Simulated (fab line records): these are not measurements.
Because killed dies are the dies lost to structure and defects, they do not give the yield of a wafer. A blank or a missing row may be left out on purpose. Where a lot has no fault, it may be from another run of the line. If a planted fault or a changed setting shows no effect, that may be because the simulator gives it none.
Struck lot and sound lot, side by side || flow rit cmos || 19 steps out of a route of 202
Sound: wafers L493.1, L493.2, L493.4. The struck wafers were L498.4, L498.5, L498.6. Last of all comes the cause.
For every step that has rows: the tool of each side, followed by ch and its chambers, followed by its first start. Under that, the readings that differ: sound wafers || struck wafers || difference of the means || sigmas: that difference in standard deviations of wafers without a fault.
alike: same words and numbers on both sides, and readings whose means sit less than 2 such deviations apart. not compared: any withheld reading, any reading some wafer has no value for, any bound like >300 that may hide the same value, and any number with overlapping values for which the record gives no deviation.
The two part at a step that has a row with sigmas, a row that says differs or no value, or rows on one side only. Numbers that have no deviation but don't overlap get no sigmas and don't part them. A reading that every wafer of one side lacks parts them only if that side has two wafers or more.

RIT_PLDD_TW_MEAS_10:
  sound on film metro-02 at day 3 01:08; struck on film metro-04 at day 4 02:14
  alike: PLDD_TW
then, 4 steps without rows for these wafers: RIT_SPACER_CLEAN_00 (cleans in SC1, time 600 s); RIT_SPACER_CLEAN_01 (cleans in dHF, time 30 s); RIT_SPACER_CLEAN_02 (cleans in SC2, time 600 s); RIT_SPACER_CVD_03 (deposits Si3N4 from SiH2Cl2/NH3, target thk 250 nm, time 3300 s).
RIT_SPACER_THK_MEAS_04:
  sound on film metro-02 at day 3 03:29; struck on film metro-04 at day 4 05:07
  alike: SPACER_NITRIDE_THK
RIT_SPACER_ETCHBACK_05: etches Si3N4 in SF6/CHF3, stops on SiO2, target depth 250 nm, time 240 s.
  sound on rie diel-04 ch 0,2,3, day 3 03:33; struck on rie diel-03 ch 0,1,3, day 4 05:09
  alike: drypump motor current A, oes product au, throttle valve pct
  not compared: rf hours counter h
then, 5 steps without rows for these wafers: RIT_NSD_HMDS_00 (prime time 60 s); RIT_NSD_COAT_01 (resist thk 1000 nm); RIT_NSD_SOFTBAKE_02 (time 60 s); RIT_NSD_EXPOSE_03 (exposes mask M9, target cd 40700 nm); RIT_NSD_PEB_04.
RIT_NSD_DEVELOP_05: develop time 50 s.
  sound on litho track-01 ch 0, day 3 04:00; struck on litho track-01 ch 0, day 4 06:00
RIT_NSD_OVL_MEAS_06:
  sound on overlay-02 at day 3 04:48; struck on overlay-01 at day 4 06:10
  alike: NSD_OVL
then, 2 steps without rows for these wafers: RIT_NSD_HARDBAKE_07 (time 60 s); RIT_NSD_IMPLANT_08.
RIT_NSD_STRIP_09: strips in O2, time 180 s.
  sound on plasma asher-03 ch 0,1, day 3 05:08; struck on plasma asher-01 ch 0,1, day 4 06:32
  alike: drypump motor current A
  not compared: rf hours counter h
RIT_NSD_TW_MEAS_10:
  sound on film metro-04 at day 3 05:19; struck on film metro-02 at day 4 06:55
{"reading": "NSD_TW", "sound": "3142 3129 3141", "struck": "30 30 30", "difference": -3107, "sigmas": "-99 or more"}
  not compared: hold
following that, these wafers have no rows for 1 step: RIT_M1_PROBE_99.

## WHERE THEY PART
At RIT_NSD_TW_MEAS_10 and nowhere else, as far as this record goes.

WHY: what had been put in by the simulator
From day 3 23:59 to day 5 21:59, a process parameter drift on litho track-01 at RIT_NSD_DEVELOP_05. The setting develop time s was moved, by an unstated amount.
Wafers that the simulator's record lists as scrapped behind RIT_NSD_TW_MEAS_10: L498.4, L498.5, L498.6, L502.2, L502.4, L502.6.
